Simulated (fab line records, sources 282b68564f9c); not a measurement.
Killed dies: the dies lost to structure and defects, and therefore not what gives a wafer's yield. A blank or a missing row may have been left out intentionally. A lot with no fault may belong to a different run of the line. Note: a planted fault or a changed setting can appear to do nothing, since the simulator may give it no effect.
fab line records | flow rit-cmos
record: lots: 6 wafers: 18 last-day: 6
route steps=202 shown NRETRO@55 PRETRO@64
lots that met no fault: from a run of the same line without faults
start-h: hours from the record's first day to the start of the lot's first wafer shown | wait-h: hours elapsed since this lot's preceding step | " unchanged from the row above | L1.1+2: one row covering several wafers at once | - no value, or no start was given | * or withheld: withheld | < > ~ a bound
route shown NAME@n: NAME is a module with steps in the file, n the number in the route of the first one | usual: mean and standard deviation over wafers with no fault | same: alike in all rows | chamber/n: place in a boat | sites: the reading at each site | _std_site: standard deviation of those values | _edge_site: outer sites' mean less inner sites' | radius-mm: how far each site lies from the wafer's centre | mask NAME#n: copy n | behind: the most recent tool/chamber to have shaped the wafer | hold: cause of the lot's hold/its duration in hours/its outcome | device: the transistor (n, p or np) that didn't switch | end of line: tests of these same wafers at the route's end | for a step that has no rows: nothing shown but its recipe | killed: count of dies lost to structure and defects at first sort (not the wafer's yield) | map: a wafer's dies, x killed, . not, _ none there
set.NAME: the run value of the setting; set.NAME@STEP: its run value at that earlier step | model.NAME: the simulator's own value behind a step, which no gauge read
lots at selected steps of the route; one table per step, one row per wafer
services: when a tool's chamber went out of use (start-h, in hours from the record's first day, below 0 if earlier), for how many hours, and the reason
== steps ==
step: RIT_NRETRO_SOFTBAKE_02
recipe: resist: NOVOLAK temp-c: 90.92 time-s: 60
step: RIT_NRETRO_EXPOSE_03
recipe: mask-id: M4 na: 0.57 target-cd-nm: 43900 dose-mj: 250
step: RIT_NRETRO_PEB_04
recipe: resist: NOVOLAK temp-c: withheld time-s: withheld
step: RIT_NRETRO_DEVELOP_05
recipe: resist: NOVOLAK develop-time-s: 68 dev-temp-c: 23
step: RIT_NRETRO_OVL_MEAS_06
usual: NRETRO_OVL: -0.1/2
columns lot.wafer tool chamber start-h wait-h NRETRO_OVL[nm]
L418.1 overlay-01 - 39.26 - 3.0
L418.4 " - " " 3.8
L418.5 " - " " 1.5
L423.3 overlay-02 - 63.96 - -4.3
L423.4 " - " " -2.8
L423.6 " - " " 0.1
L428.3 overlay-02 - 88.94 - 0.2
L428.5 " - " " 1.6
L428.6 " - " " -0.2
L429.3 overlay-01 - 95.37 - 0.6
L429.4 " - " " 0.6
L429.6 " - " " 1.2
L430.1 overlay-01 - 98.91 - 2.3
L430.4 " - " " 3.1
L430.6 " - " " 0.4
L434.3 overlay-02 - 119.23 - 1.0
L434.5 " - " " 1.8
L434.6 " - " " 1.8
step: RIT_NRETRO_HARDBAKE_07
recipe: resist: NOVOLAK temp-c: 140 time-s: 120
step: RIT_NRETRO_IMPLANT_08
recipe: species: P energy-kev: 70 dose-cm2: 1e+13 tilt-deg: 7
step: RIT_NRETRO_STRIP_09
recipe: chemistry: O2 time-s: 180 resist: NOVOLAK platen-temp-c: withheld power-w: 500 pressure-mtorr: 4000 o2-flow-sccm: 4000
usual: drypump-motor-current-A: 5.7/0.39 rf-refl-power-W: 7.2/1.2
columns lot.wafer tool chamber start-h wait-h drypump-motor-current-A rf-hours-counter-h rf-refl-power-W
L418.1 plasma-asher-03 1 39.69 0.1 5.8 40 7.4
L418.4 " 1 " " 5.8 - 7.5
L418.5 " 1 " " 5.8 - 7.7
L423.3 plasma-asher-02 1 64.59 0.1 5.8 - 7.3
L423.4 " 0 " " 6.0 - 8.9
L423.6 " 1 " " 5.8 - 6.9
L428.3 plasma-asher-01 1 89.42 0.1 6.2 - 7.0
L428.5 " 1 " " 6.2 - 6.9
L428.6 " 0 " " 5.3 - 5.5
L429.3 plasma-asher-01 1 95.85 0.1 6.2 - 7.2
L429.4 " 0 " " 5.3 - 5.4
L429.6 " 1 " " 6.2 - 7.1
L430.1 plasma-asher-01 1 99.35 0.1 6.2 45 6.8
L430.4 " 0 " " 5.3 - 6.0
L430.6 " 0 " " 5.3 - 6.0
L434.3 plasma-asher-02 1 119.72 0.1 5.8 - 7.0
L434.5 " 1 " " 5.7 - 6.3
L434.6 " 0 " " 6.0 - 9.6
step: RIT_NRETRO_TW_MEAS_10
usual: NRETRO_TW: 1049/8.5
columns lot.wafer tool chamber start-h wait-h NRETRO_TW
L418.1 film-metro-02 - 39.87 0.1 1041
L418.4 " - " " 1048
L418.5 " - " " 1049
L423.3 film-metro-01 - 64.72 0.1 1054
L423.4 " - " " 1056
L423.6 " - " " 1048
L428.3 film-metro-04 - 89.56 0.1 1041
L428.5 " - " " 1038
L428.6 " - " " 1040
L429.3 film-metro-04 - 95.99 0.1 1040
L429.4 " - " " 1040
L429.6 " - " " 1041
L430.1 film-metro-01 - 99.52 0.1 1061
L430.4 " - " " 1065
L430.6 " - " " 1057
L434.3 film-metro-02 - 119.85 0.1 1043
L434.5 " - " " 1047
L434.6 " - " " 1046
step: RIT_PRETRO_HMDS_00
recipe: prime-time-s: 60 prime-temp-c: 140
step: RIT_PRETRO_COAT_01
recipe: resist: NOVOLAK spin-rpm: 2000 resist-thk-nm: 1300
step: RIT_PRETRO_SOFTBAKE_02
recipe: resist: NOVOLAK temp-c: 90 time-s: 61.53
usual: plate-sensor-t-centre-C: 90.969/0.01 plate-sensor-t-edge-C: 91.020/0.0097 resist-line-temp-C: 23.00/0.099
columns lot.wafer tool chamber start-h wait-h plate-sensor-t-centre-C plate-sensor-t-edge-C resist-line-temp-C
L418.1 litho-track-01 0 40.23 0.1 90.978 91.019 23.03
L418.4 " 0 " " 90.965 91.037 22.89
L418.5 " 0 " " 90.971 91.018 22.98
L423.3 litho-track-03 0 65.11 0.1 90.990 91.020 22.82
L423.4 " 0 " " 90.984 91.027 23.00
L423.6 " 0 " " 90.958 91.022 22.86
L428.3 litho-track-01 0 89.95 0.1 90.966 91.006 22.91
L428.5 " 0 " " 90.962 91.006 22.86
L428.6 " 0 " " 90.981 91.002 22.79
L429.3 litho-track-03 0 96.38 0.1 90.974 91.013 23.01
L429.4 " 0 " " 90.965 91.042 23.08
L429.6 " 0 " " 90.959 91.007 22.91
L430.1 litho-track-02 0 99.88 0.1 90.970 91.038 23.04
L430.4 " 0 " " 90.961 91.007 22.97
L430.6 " 0 " " 90.967 91.012 23.09
L434.3 litho-track-01 0 120.24 0.1 90.974 91.037 22.95
L434.5 " 0 " " 90.983 91.029 22.82
L434.6 " 0 " " 90.961 91.014 22.89
step: RIT_PRETRO_EXPOSE_03
recipe: mask-id: M5 na: 0.57 target-cd-nm: 43700 dose-mj: 250
usual: exposure-dose-mJ-cm2: 249.95/0.21 focus-offset-nm: 0.1/0.48
columns lot.wafer tool chamber start-h wait-h mask exposure-dose-mJ-cm2 focus-offset-nm
L418.1 iline-stepper-01 0 40.50 0.2 M5#0 250.09 -0.5
L418.4 " 0 " " M5#0 250.01 1.0
L418.5 " 0 " " M5#0 250.07 0.1
L423.3 iline-stepper-02 0 65.25 0.1 M5#0 249.76 0.7
L423.4 " 0 " " M5#0 249.57 0.7
L423.6 " 0 " " M5#0 249.83 -0.3
L428.3 iline-stepper-02 - 90.09 0.1 M5#0 - -
L428.5 " - " " M5#0 - -
L428.6 " - " " M5#0 - -
L429.3 iline-stepper-02 - 96.52 0.1 M5#0 - -
L429.4 " - " " M5#0 - -
L429.6 " - " " M5#0 - -
L430.1 iline-stepper-01 0 100.16 0.2 M5#0 249.96 -0.4
L430.4 " 0 " " M5#0 249.87 0.1
L430.6 " 0 " " M5#0 249.99 0.0
L434.3 iline-stepper-02 0 120.38 0.1 M5#0 249.91 -0.6
L434.5 " 0 " " M5#0 249.69 0.2
L434.6 " 0 " " M5#0 250.04 -0.8
step: RIT_PRETRO_PEB_04
recipe: resist: NOVOLAK temp-c: withheld time-s: withheld
== services ==
columns tool chamber start-h hours kind
plasma-asher-02 - 30.99 2.8 pm
iline-stepper-02 - 58.13 2.1 pm
iline-stepper-02 - 60.22 - consumable-replace:lamp
iline-stepper-01 0 79.40 - calibration
iline-stepper-02 - 96.92 3.0 repair
litho-track-01 - 103.88 - consumable-replace:filter
iline-stepper-01 - 107.89 1.7 pm
plasma-asher-01 - 108.75 9.0 pm
plasma-asher-01 0 108.75 9.0 vent-cycle
plasma-asher-01 1 108.75 9.0 vent-cycle
plasma-asher-01 0 117.75 - clean
plasma-asher-01 1 117.75 - clean
== key ==
first-sign: step: RIT_PRETRO_EXPOSE_03 reading: tool-record direction: missing
effect none on later readings
met-at RIT_PRETRO_EXPOSE_03
struck-wafers L428.3,L428.5,L428.6,L429.3,L429.4,L429.6
sort-left-out L428.3,L428.5,L428.6,L429.3,L429.4,L429.6
tester-left-out L428,L429
onset-between 65.25 90.09
fault: kind: skipped-step-whole tool: iline-stepper-02 chamber: - onset-h: 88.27 steps: RIT_PRETRO_EXPOSE_03 scope: struck-lots-only
tester-left-out: of these lots the tester's yield and bins aren't shown, on N5 and GAA mostly nor the transistor test; their killed dies are dies lost to structure and defects alone, not to doping, threshold or leakage, so they don't give the yield
sort-left-out: the simulated sort isn't trusted on such a fault, so these wafers' sort isn't shown, and their yield isn't known
